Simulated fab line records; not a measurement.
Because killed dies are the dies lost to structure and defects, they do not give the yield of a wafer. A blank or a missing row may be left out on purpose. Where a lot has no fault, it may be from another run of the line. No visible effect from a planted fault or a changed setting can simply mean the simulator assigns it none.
fab line records -- flow berkeley-cmos170 -- part 2 of 2: steps 29 to 38 of 38
record: lots: 5, wafers: 15, last-day: 11
route steps=331 shown CONTACT@235 M1@238 V1@254 M2@271
lots that met no fault: taken from a fault-free run of the same line
start-h: start of the lot's first displayed wafer, in hours after the record's first day -- wait-h: hours from the lot's prior step to this one -- " unchanged from the row above -- L1.1+2: a row that stands for several wafers -- - no value, or no start given -- * or withheld: withheld -- < > ~ a bound
route shown NAME@n: a module of which the file shows steps, and the number in the route of the first -- usual: the fault-free wafers' mean and standard deviation -- same: alike in all rows -- chamber/n: place in a boat -- sites: each site's reading -- _std_site: the values' standard deviation -- _edge_site: inner sites' mean taken away from outer sites' mean -- radius-mm: for every site, how far away it sits from the centre of the wafer -- mask NAME#n: copy n -- behind: the last tool/chamber to shape the wafer -- hold: the reason the lot was held/the length of the hold in hours/how it ended -- device: which transistor (n, p or np) failed to switch -- end of line: tests run on the same wafers once the route is complete -- step lacking rows: just its recipe -- killed: not the wafer's yield, but the dies lost to structure and defects at the first sort -- map: per-die view of a wafer (x killed, . not killed, _ where there is no die)
set.NAME: the run value of the setting; set.NAME@STEP: its run value at that earlier step -- model.NAME: the simulator's own value behind a step, which no gauge read
lots seen at some steps along the route; tables by step, rows by wafer
services: the hour from which a tool's chamber was out of use, counted from the record's first day as start-h (under 0 if before that day), plus the number of hours and why
== steps ==
step: UCB170_V1_EXPOSE_09
recipe: mask-id: VIA1, target-cd-nm: 700, na: 0.5, sigma-outer: 0.6, source-shape: conventional, dose-mj: 37
same: sigma-outer: 0.6
lot.wafer,tool,chamber,start-h,wait-h,mask
L075.2+3+6,krf-scanner-01,0,154.80,0.1,VIA1#0
L078.1+3+6,krf-scanner-02,0,168.83,0.2,VIA1#0
L088.1+2+3,krf-scanner-02,0,218.26,0.4,VIA1#0
L092.1+2+6,krf-scanner-01,0,242.62,0.2,VIA1#0
L095.1+3+5,krf-scanner-02,0,251.74,0.3,VIA1#0
step: UCB170_V1_PEB_10
recipe: peb-temp-c: 129, peb-time-s: withheld, resist: KrF
usual: plate-temp-C: 129.04/0.12
lot.wafer,tool,chamber,start-h,wait-h,plate-temp-C
L075.2,litho-track-04,0,154.92,0.1,129.13
L075.3,litho-track-04,0,154.92,0.1,129.16
L075.6,litho-track-04,0,154.92,0.1,129.05
L078.1,litho-track-04,0,168.95,0.1,129.18
L078.3,litho-track-04,0,168.95,0.1,129.05
L078.6,litho-track-04,0,168.95,0.1,129.06
L088.1,litho-track-03,0,218.92,0.6,128.88
L088.2,litho-track-03,0,218.92,0.6,128.86
L088.3,litho-track-03,0,218.92,0.6,129.03
L092.1,litho-track-02,0,242.97,0.3,128.91
L092.2,litho-track-02,0,242.97,0.3,128.92
L092.6,litho-track-02,0,242.97,0.3,128.98
L095.1,litho-track-03,0,251.95,0.2,129.14
L095.3,litho-track-03,0,251.95,0.2,129.18
L095.5,litho-track-03,0,251.95,0.2,129.21
step: UCB170_V1_DEVELOP_11
recipe: developer: TMAH, develop-time-s: 45, resist: KrF, dev-temp-c: 21
lot.wafer,tool,chamber,start-h,wait-h
L075.2+3+6,litho-track-04,0,-,-
L078.1+3+6,litho-track-04,0,-,-
L088.1+2+3,litho-track-03,0,-,-
L092.1+2+6,litho-track-02,0,-,-
L095.1+3+5,litho-track-03,0,-,-
step: UCB170_V1_CD_MEAS_12
recipe: target-cd-nm: 700
usual: cd-nm: 700.4/1.5
lot.wafer,tool,chamber,start-h,wait-h,cd-nm
L075.2,cd-sem-02,-,155.19,-,700.3
L075.3,cd-sem-02,-,155.19,-,697.8
L075.6,cd-sem-02,-,155.19,-,699.0
L078.1,cd-sem-01,-,169.23,-,702.4
L078.3,cd-sem-01,-,169.23,-,702.0
L078.6,cd-sem-01,-,169.23,-,703.1
L088.1,cd-sem-02,-,219.19,-,698.1
L088.2,cd-sem-02,-,219.19,-,698.8
L088.3,cd-sem-02,-,219.19,-,698.5
L092.1,cd-sem-02,-,243.24,-,700.7
L092.2,cd-sem-02,-,243.24,-,699.9
L092.6,cd-sem-02,-,243.24,-,700.2
L095.1,cd-sem-01,-,252.22,-,699.6
L095.3,cd-sem-01,-,252.22,-,699.9
L095.5,cd-sem-01,-,252.22,-,700.5
step: UCB170_V1_OVL_MEAS_13
usual: V1_OVL: 3/6.1
lot.wafer,tool,chamber,start-h,wait-h,V1_OVL[nm]
L075.2,overlay-01,-,155.30,0.1,5
L075.3,overlay-01,-,155.30,0.1,5
L075.6,overlay-01,-,155.30,0.1,4
L078.1,overlay-01,-,169.35,0.1,-6
L078.3,overlay-01,-,169.35,0.1,5
L078.6,overlay-01,-,169.35,0.1,-3
L088.1,overlay-01,-,219.31,0.1,10
L088.2,overlay-01,-,219.31,0.1,2
L088.3,overlay-01,-,219.31,0.1,9
L092.1,overlay-02,-,243.36,0.1,6
L092.2,overlay-02,-,243.36,0.1,13
L092.6,overlay-02,-,243.36,0.1,9
L095.1,overlay-02,-,252.34,0.1,-9
L095.3,overlay-02,-,252.34,0.1,-4
L095.5,overlay-02,-,252.34,0.1,0
step: UCB170_V1_ETCH_14
recipe: chemistry: CHF3/CF4/Ar, target: SiO2, stop-on: Al, CHF3_flow_sccm: 45, cf4-flow-sccm: 15, Ar_flow_sccm: 150, pressure-mtorr: 200, rf-w: 700, target-depth-a: 12500, over-etch-frac: 0.25, time-s: 291
usual: drypump-motor-current-A: 5.6/0.55, oes-product-au: 0.869/0.015, throttle-valve-pct: 7.01/0.11
lot.wafer,tool,chamber,start-h,wait-h,drypump-motor-current-A,oes-product-au,rf-hours-counter-h,throttle-valve-pct
L075.2,rie-diel-04,2,155.33,0.0,5.7,0.858,115,7.06
L075.3,rie-diel-04,0,155.33,0.0,5.1,0.881,59,7.01
L075.6,rie-diel-04,3,155.33,0.0,5.2,0.885,-,6.89
L078.1,rie-diel-04,1,169.38,0.0,5.1,0.886,2,7.16
L078.3,rie-diel-04,0,169.38,0.0,5.0,0.866,59,7.02
L078.6,rie-diel-04,0,169.38,0.0,5.0,0.883,-,7.01
L088.1,rie-diel-04,3,219.35,0.0,5.2,0.881,34,6.89
L088.2,rie-diel-04,0,219.35,0.0,5.1,0.869,62,7.01
L088.3,rie-diel-04,1,219.35,0.0,5.1,0.891,5,7.15
L092.1,rie-diel-03,2,243.40,0.0,6.6,0.885,34,7.18
L092.2,rie-diel-03,0,243.40,0.0,6.0,0.872,115,7.04
L092.6,rie-diel-03,1,243.40,0.0,5.6,0.845,-,6.97
L095.1,rie-diel-02,2,252.38,0.0,6.7,0.858,89,6.78
L095.3,rie-diel-02,3,252.38,0.0,5.7,0.878,24,7.06
L095.5,rie-diel-02,0,252.38,0.0,5.1,0.880,-,6.88
step: UCB170_V1_STRIP_15
recipe: chemistry: O2, power-w: 400, pressure-mtorr: 3500, platen-temp-c: withheld, o2-flow-sccm: 400, overash-fraction: 0.5
usual: drypump-motor-current-A: 5.5/0.46, o2-flow-sccm: 399.9/1.1, oes-product-au: 0.722/0.0047, strip-time-to-endpoint-s: 15.30/0.087
lot.wafer,tool,chamber,start-h,wait-h,drypump-motor-current-A,o2-flow-sccm,oes-product-au,rf-hours-counter-h,strip-time-to-endpoint-s
L075.2,plasma-asher-04,1,155.50,0.1,5.7,399.6,0.722,6,15.32
L075.3,plasma-asher-04,0,155.50,0.1,5.3,400.6,0.716,-,15.29
L075.6,plasma-asher-04,1,155.50,0.1,5.7,400.1,0.720,-,15.34
L078.1,plasma-asher-03,0,169.56,0.1,6.3,398.6,0.716,39,15.35
L078.3,plasma-asher-03,1,169.56,0.1,5.2,399.1,0.717,-,15.24
L078.6,plasma-asher-03,1,169.56,0.1,5.2,400.3,0.728,-,15.36
L088.1,plasma-asher-03,1,219.53,0.1,5.1,399.2,0.730,44,15.29
L088.2,plasma-asher-03,0,219.53,0.1,6.3,401.6,0.721,44,15.48
L088.3,plasma-asher-03,1,219.53,0.1,5.1,399.0,0.726,-,15.49
L092.1,plasma-asher-01,0,243.58,0.1,5.5,400.0,0.715,50,15.38
L092.2,plasma-asher-01,1,243.58,0.1,4.8,400.4,0.735,50,15.40
L092.6,plasma-asher-01,0,243.58,0.1,5.5,400.3,0.726,-,15.43
L095.1,plasma-asher-01,0,252.56,0.1,5.5,400.9,0.718,51,15.34
L095.3,plasma-asher-01,0,252.56,0.1,5.5,399.3,0.726,-,15.30
L095.5,plasma-asher-01,0,252.56,0.1,5.5,400.0,0.721,-,15.31
step: UCB170_V1_CD_MEAS_90
recipe: target-cd-nm: 700
usual: cd-nm: 700.1/1.5
lot.wafer,tool,chamber,start-h,wait-h,cd-nm
L075.2,cd-sem-01,-,155.62,0.1,700.2
L075.3,cd-sem-01,-,155.62,0.1,697.5
L075.6,cd-sem-01,-,155.62,0.1,698.9
L078.1,cd-sem-02,-,169.66,0.1,702.5
L078.3,cd-sem-02,-,169.66,0.1,702.0
L078.6,cd-sem-02,-,169.66,0.1,702.7
L088.1,cd-sem-02,-,219.63,0.1,698.8
L088.2,cd-sem-02,-,219.63,0.1,698.7
L088.3,cd-sem-02,-,219.63,0.1,698.0
L092.1,cd-sem-02,-,243.68,0.1,701.0
L092.2,cd-sem-02,-,243.68,0.1,700.2
L092.6,cd-sem-02,-,243.68,0.1,700.4
L095.1,cd-sem-01,-,252.66,0.1,699.5
L095.3,cd-sem-01,-,252.66,0.1,700.1
L095.5,cd-sem-01,-,252.66,0.1,700.0
step: UCB170_M2_PRE_CLEAN_00
recipe: gas: Ar, preclean-etch-time-s: 60
same: preclean-etch-time-s: 60
lot.wafer,tool,chamber,start-h,wait-h
L075.2+3+6,pvd-sputter-03,-,155.72,0.1
L078.1+3+6,pvd-sputter-03,-,169.78,0.1
L088.1+2+3,pvd-sputter-04,-,219.75,0.1
L092.1+2+6,pvd-sputter-04,-,243.80,0.1
L095.1+3+5,pvd-sputter-03,-,252.78,0.1
step: UCB170_M2_SPUTTER_01
recipe: material: Al, target-thk-nm: 900, time-s: 120, power-w: 6000, chamber-pressure-pa: 0.5
usual: throttle-valve-pct: 29.7/1.2
lot.wafer,tool,chamber,start-h,wait-h,throttle-valve-pct
L075.2,pvd-sputter-03,-,155.79,0.0,27.6
L075.3,pvd-sputter-03,-,155.79,0.0,30.1
L075.6,pvd-sputter-03,-,155.79,0.0,28.3
L078.1,pvd-sputter-03,-,169.85,0.0,28.4
L078.3,pvd-sputter-03,-,169.85,0.0,30.8
L078.6,pvd-sputter-03,-,169.85,0.0,28.8
L088.1,pvd-sputter-04,-,219.81,0.0,32.2
L088.2,pvd-sputter-04,-,219.81,0.0,28.6
L088.3,pvd-sputter-04,-,219.81,0.0,28.5
L092.1,pvd-sputter-04,-,243.86,0.0,30.3
L092.2,pvd-sputter-04,-,243.86,0.0,32.1
L092.6,pvd-sputter-04,-,243.86,0.0,31.9
L095.1,pvd-sputter-03,-,252.84,0.0,28.3
L095.3,pvd-sputter-03,-,252.84,0.0,29.9
L095.5,pvd-sputter-03,-,252.84,0.0,30.5
== services ==
tool,chamber,start-h,hours,kind
rie-diel-03,2,125.00,7.5,repair
pecvd-02,-,135.50,14.0,pm
pvd-sputter-03,-,138.04,1.5,repair
krf-scanner-02,-,141.03,1.3,pm
cmp-01,-,143.12,1.4,repair
plasma-asher-01,-,146.76,3.8,repair
pecvd-01,-,148.36,0.7,repair
plasma-asher-03,-,149.72,6.0,repair
krf-scanner-02,-,151.85,0.8,pm
krf-scanner-01,-,155.25,4.4,pm
rie-metal-02,0,157.55,3.5,repair
plasma-asher-01,-,164.80,3.3,repair
rie-diel-03,3,169.67,10.1,repair
cmp-02,-,180.78,4.9,repair
rie-diel-03,3,180.94,9.5,repair
krf-scanner-01,-,189.93,1.0,pm
krf-scanner-02,-,192.49,1.0,repair
rie-diel-03,-,197.09,3.0,repair
rie-diel-04,3,201.36,11.7,repair
krf-scanner-02,-,206.76,3.6,pm
krf-scanner-01,-,230.94,1.0,repair
krf-scanner-01,-,236.47,1.3,pm
rie-diel-04,3,240.96,5.7,repair
krf-scanner-02,-,243.91,1.0,pm
